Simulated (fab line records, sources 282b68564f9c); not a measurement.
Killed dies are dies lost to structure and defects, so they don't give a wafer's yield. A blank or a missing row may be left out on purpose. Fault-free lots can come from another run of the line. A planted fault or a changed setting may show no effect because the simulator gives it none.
Which tool was responsible? / flow rit_cmos / 42 wafers from 14 lots sampled at 6 of the route's 202 steps

WHAT THE GAUGES SHOWED, per wafer
RIT_FOX2_THK_MEAS_90.
lot=L479; measured=day 2 09:10; on=film_metro-02; FIELD_OXIDE_LEFT_1_THK (nm)=329 329 326
lot=L480; measured=day 2 17:26; on=film_metro-01; FIELD_OXIDE_LEFT_1_THK (nm)=334 334 336
lot=L481; measured=day 2 21:14; on=film_metro-01; FIELD_OXIDE_LEFT_1_THK (nm)=324 326 324
lot=L482; measured=day 2 22:46; on=film_metro-02; FIELD_OXIDE_LEFT_1_THK (nm)=322 322 323
lot=L485; measured=day 3 13:40; on=film_metro-02; FIELD_OXIDE_LEFT_1_THK (nm)=314 308 314
lot=L489; measured=day 4 08:31; on=film_metro-01; FIELD_OXIDE_LEFT_1_THK (nm)=323 330 331
lot=L490; measured=day 4 15:52; on=film_metro-02; FIELD_OXIDE_LEFT_1_THK (nm)=319 319 321
lot=L491; measured=day 4 20:04; on=film_metro-03; FIELD_OXIDE_LEFT_1_THK (nm)=324 325 318
lot=L492; measured=day 5 01:35; on=film_metro-01; FIELD_OXIDE_LEFT_1_THK (nm)=324 323 324
lot=L495; measured=day 5 14:41; on=film_metro-01; FIELD_OXIDE_LEFT_1_THK (nm)=314 318 317
lot=L496; measured=day 5 21:10; on=film_metro-02; FIELD_OXIDE_LEFT_1_THK (nm)=314 314 314
lot=L497; measured=day 6 01:04; on=film_metro-02; FIELD_OXIDE_LEFT_1_THK (nm)=326 325 320
lot=L499; measured=day 6 12:10; on=film_metro-02; FIELD_OXIDE_LEFT_1_THK (nm)=317 315 319
lot=L500; measured=day 6 15:44; on=film_metro-01; FIELD_OXIDE_LEFT_1_THK (nm)=321 319 315

RIT_GATE_OVL_MEAS_17.
lot=L479; measured=day 3 05:10; on=overlay-01; GATE_OVL (nm)=0.2 -1.9 1.2
lot=L480; measured=day 3 12:21; on=overlay-01; GATE_OVL (nm)=-0.7 -1.3 -2.0
lot=L481; measured=day 3 15:40; on=overlay-01; GATE_OVL (nm)=0.4 0.7 -0.9
lot=L482; measured=day 3 19:11; on=overlay-02; GATE_OVL (nm)=-1.9 -1.4 -2.2
lot=L485; measured=day 4 07:58; on=overlay-02; GATE_OVL (nm)=-0.2 0.9 2.0
lot=L489; measured=day 5 06:29; on=overlay-02; GATE_OVL (nm)=-0.4 -0.7 -0.1
lot=L490; measured=day 5 09:20; on=overlay-01; GATE_OVL (nm)=0.8 1.1 0.9
lot=L491; measured=day 5 15:08; on=overlay-02; GATE_OVL (nm)=-1.8 0.9 0.2
lot=L492; measured=day 5 23:04; on=overlay-02; GATE_OVL (nm)=0.0 -2.0 -0.8
lot=L495; measured=day 6 13:04; on=overlay-01; GATE_OVL (nm)=0.6 0.1 1.5
lot=L496; measured=day 6 16:01; on=overlay-02; GATE_OVL (nm)=-1.1 0.9 0.3
lot=L497; measured=day 6 20:01; on=overlay-02; GATE_OVL (nm)=-3.5 -2.8 -4.5
lot=L499; measured=day 7 08:09; on=overlay-01; GATE_OVL (nm)=-0.5 -0.8 0.4
lot=L500; measured=day 7 11:13; on=overlay-02; GATE_OVL (nm)=-0.6 -0.9 -0.6

RIT_PSD_TW_MEAS_10.
lot=L479; measured=day 3 18:08; on=film_metro-01; PSD_TW=3421 3419 3405
lot=L480; measured=day 4 00:56; on=film_metro-03; PSD_TW=3401 3379 3386
lot=L481; measured=day 4 05:31; on=film_metro-01; PSD_TW=3434 3422 3442
lot=L482; measured=day 4 10:44; on=film_metro-01; PSD_TW=3540 3543 3551
lot=L485; measured=day 4 23:17; on=film_metro-03; PSD_TW=3481 3486 3518
lot=L489; measured=day 5 18:44; on=film_metro-03; PSD_TW=3410 3439 3429
lot=L490; measured=day 5 23:25; on=film_metro-01; PSD_TW=3402 3395 3393
lot=L491; measured=day 6 04:55; on=film_metro-04; PSD_TW=3401 3373 3385
lot=L492; measured=day 6 11:16; on=film_metro-01; PSD_TW=3417 3426 3423
lot=L495; measured=day 7 01:19; on=film_metro-03; PSD_TW=3423 3430 3395
lot=L496; measured=day 7 05:22; on=film_metro-04; PSD_TW=3408 3379 3380
lot=L497; measured=day 7 09:24; on=film_metro-03; PSD_TW=3435 3426 3423
lot=L499; measured=day 7 20:43; on=film_metro-03; PSD_TW=3408 3419 3416
lot=L500; measured=day 8 01:26; on=film_metro-01; PSD_TW=3415 3420 3431

RIT_SDANNEAL_RS_MEAS_04: measurement is done with a four-point probe.
lot=L479; measured=day 3 18:38; on=film_metro-01; PSD_RS (ohm/sq)=116.2 116.4 116.1
lot=L480; measured=day 4 01:27; on=film_metro-04; PSD_RS (ohm/sq)=115.8 116.0 115.8
lot=L481; measured=day 4 06:01; on=film_metro-04; PSD_RS (ohm/sq)=116.2 116.0 116.1
lot=L482; measured=day 4 11:13; on=film_metro-01; PSD_RS (ohm/sq)=108.9 109.0 109.0
lot=L485; measured=day 4 23:59; on=film_metro-01; PSD_RS (ohm/sq)=109.2 109.2 109.1
lot=L489; measured=day 5 19:14; on=film_metro-04; PSD_RS (ohm/sq)=116.2 116.4 116.1
lot=L490; measured=day 5 23:56; on=film_metro-04; PSD_RS (ohm/sq)=116.0 115.6 115.8
lot=L491; measured=day 6 05:27; on=film_metro-04; PSD_RS (ohm/sq)=115.9 115.9 116.0
lot=L492; measured=day 6 11:46; on=film_metro-04; PSD_RS (ohm/sq)=115.7 115.7 115.9
lot=L495; measured=day 7 01:49; on=film_metro-04; PSD_RS (ohm/sq)=116.3 116.0 116.2
lot=L496; measured=day 7 05:52; on=film_metro-04; PSD_RS (ohm/sq)=115.7 116.8 116.3
lot=L497; measured=day 7 09:55; on=film_metro-03; PSD_RS (ohm/sq)=115.4 115.5 115.5
lot=L499; measured=day 7 21:13; on=film_metro-04; PSD_RS (ohm/sq)=115.6 115.4 115.7
lot=L500; measured=day 8 02:00; on=film_metro-03; PSD_RS (ohm/sq)=115.1 115.5 115.3

RIT_M1_CD_MEAS_09: the cd target is 2600 nm.
lot=L479; measured=day 3 23:29; on=cd_sem-01; cd_nm (nm)=2599.2 2597.9 2598.9
lot=L480; measured=day 4 06:11; on=cd_sem-02; cd_nm (nm)=2602.3 2601.2 2600.9
lot=L481; measured=day 4 10:45; on=cd_sem-01; cd_nm (nm)=2601.7 2602.4 2603.2
lot=L482; measured=day 4 16:03; on=cd_sem-02; cd_nm (nm)=2603.3 2603.6 2603.9
lot=L485; measured=day 5 04:54; on=cd_sem-02; cd_nm (nm)=2603.7 2604.7 2601.3
lot=L489; measured=day 5 23:58; on=cd_sem-01; cd_nm (nm)=2605.2 2602.4 2604.4
lot=L490; measured=day 6 04:55; on=cd_sem-02; cd_nm (nm)=2602.3 2602.2 2603.2
lot=L491; measured=day 6 10:21; on=cd_sem-01; cd_nm (nm)=2598.8 2597.9 2600.2
lot=L492; measured=day 6 16:39; on=cd_sem-01; cd_nm (nm)=2603.3 2600.9 2601.2
lot=L495; measured=day 7 06:33; on=cd_sem-02; cd_nm (nm)=2601.3 2600.7 2598.9
lot=L496; measured=day 7 10:46; on=cd_sem-02; cd_nm (nm)=2595.9 2597.8 2597.2
lot=L497; measured=day 7 14:29; on=cd_sem-02; cd_nm (nm)=2598.7 2601.4 2599.7
lot=L499; measured=day 8 01:59; on=cd_sem-02; cd_nm (nm)=2600.0 2601.9 2598.4
lot=L500; measured=day 8 06:58; on=cd_sem-01; cd_nm (nm)=2602.2 2600.6 2601.6

WHICH TOOL RAN EACH LOT (tool, then ch and the chambers of the sampled wafers, then the start)
lot=L479; RIT_PSD_IMPLANT_08=implanter-03 ch 0, day 3 17:50
lot=L480; RIT_PSD_IMPLANT_08=implanter-02 ch 0, day 4 00:28
lot=L481; RIT_PSD_IMPLANT_08=implanter-03 ch 0, day 4 05:13
lot=L482; RIT_PSD_IMPLANT_08=implanter-03 ch 0, day 4 10:25
lot=L485; RIT_PSD_IMPLANT_08=implanter-03 ch 0, day 4 22:58
lot=L489; RIT_PSD_IMPLANT_08=implanter-02 ch 0, day 5 18:26
lot=L490; RIT_PSD_IMPLANT_08=implanter-01 ch 0, day 5 23:06
lot=L491; RIT_PSD_IMPLANT_08=implanter-02 ch 0, day 6 04:37
lot=L492; RIT_PSD_IMPLANT_08=implanter-02 ch 0, day 6 10:58
lot=L495; RIT_PSD_IMPLANT_08=implanter-01 ch 0, day 7 01:00
lot=L496; RIT_PSD_IMPLANT_08=implanter-02 ch 0, day 7 05:03
lot=L497; RIT_PSD_IMPLANT_08=implanter-02 ch 0, day 7 09:05
lot=L499; RIT_PSD_IMPLANT_08=implanter-02 ch 0, day 7 20:23
lot=L500; RIT_PSD_IMPLANT_08=implanter-03 ch 0, day 8 01:07
- RIT_PSD_IMPLANT_08

WHAT THE TOOLS THEMSELVES READ (means of the sampled wafers that have a number; where no wafer has one, the mark that the record gives instead)
RIT_PSD_IMPLANT_08.
lot=L479; tool=implanter-03; beam_energy_keV=26.996; dose_ions_cm2=5e+15; tilt_deg (degrees)=7.006
lot=L480; tool=implanter-02; beam_energy_keV=27.002; dose_ions_cm2=5e+15; tilt_deg (degrees)=7.008
lot=L481; tool=implanter-03; beam_energy_keV=27.009; dose_ions_cm2=5e+15; tilt_deg (degrees)=7.013
lot=L482; tool=implanter-03; beam_energy_keV=30.513; dose_ions_cm2=5e+15; tilt_deg (degrees)=6.991
lot=L485; tool=implanter-03; beam_energy_keV=30.513; dose_ions_cm2=5e+15; tilt_deg (degrees)=6.984
lot=L489; tool=implanter-02; beam_energy_keV=26.995; dose_ions_cm2=5e+15; tilt_deg (degrees)=7.000
lot=L490; tool=implanter-01; beam_energy_keV=26.995; dose_ions_cm2=5e+15; tilt_deg (degrees)=7.013
lot=L491; tool=implanter-02; beam_energy_keV=27.004; dose_ions_cm2=5e+15; tilt_deg (degrees)=6.998
lot=L492; tool=implanter-02; beam_energy_keV=27.001; dose_ions_cm2=5e+15; tilt_deg (degrees)=6.984
lot=L495; tool=implanter-01; beam_energy_keV=26.991; dose_ions_cm2=5e+15; tilt_deg (degrees)=6.989
lot=L496; tool=implanter-02; beam_energy_keV=27.003; dose_ions_cm2=5e+15; tilt_deg (degrees)=6.997
lot=L497; tool=implanter-02; beam_energy_keV=26.992; dose_ions_cm2=5e+15; tilt_deg (degrees)=6.971
lot=L499; tool=implanter-02; beam_energy_keV=27.009; dose_ions_cm2=5e+15; tilt_deg (degrees)=6.985
lot=L500; tool=implanter-03; beam_energy_keV=27.000; dose_ions_cm2=5e+15; tilt_deg (degrees)=7.026

THE ANSWER, worked out from the rows above alone
Rule: what is usual is taken from the lots themselves. Put in order of their means at a reading, lots are off if they are a third of the lots or fewer, leave a main group of 4 or more, and stand apart from it by a gap of 3 or more times the standard deviation of the main group's means; of several such gaps the widest counts. The tables above print the reading to a certain number of digits; a main group whose means all agree to those digits is not used. A lot without any number at a reading at which 4 lots or more have one is off too. Where the step has rows for the other lots, those lots are counted as sound. The gauges are gone through in route order, then the tools' own readings, and for those a lot's mean is taken as printed above. At the first step where some lot is off, the reading lying furthest off is the one used; lots without a number count as furthest.
Off: L482, L485, at RIT_PSD_TW_MEAS_10 (PSD_TW). Mean 3411 and standard deviation 16 in the main group.
If a tool, at a process step before that reading, ran all the lots that are off and no sound lot after the first of them, it fits. Not tried: the gauges at RIT_PSD_TW_MEAS_10; whatever is off there is also off at RIT_PSD_IMPLANT_08, on other tools, and gauge error can't account for it. None of those tried fits.

WHAT HAD BEEN PUT IN BY THE SIMULATOR
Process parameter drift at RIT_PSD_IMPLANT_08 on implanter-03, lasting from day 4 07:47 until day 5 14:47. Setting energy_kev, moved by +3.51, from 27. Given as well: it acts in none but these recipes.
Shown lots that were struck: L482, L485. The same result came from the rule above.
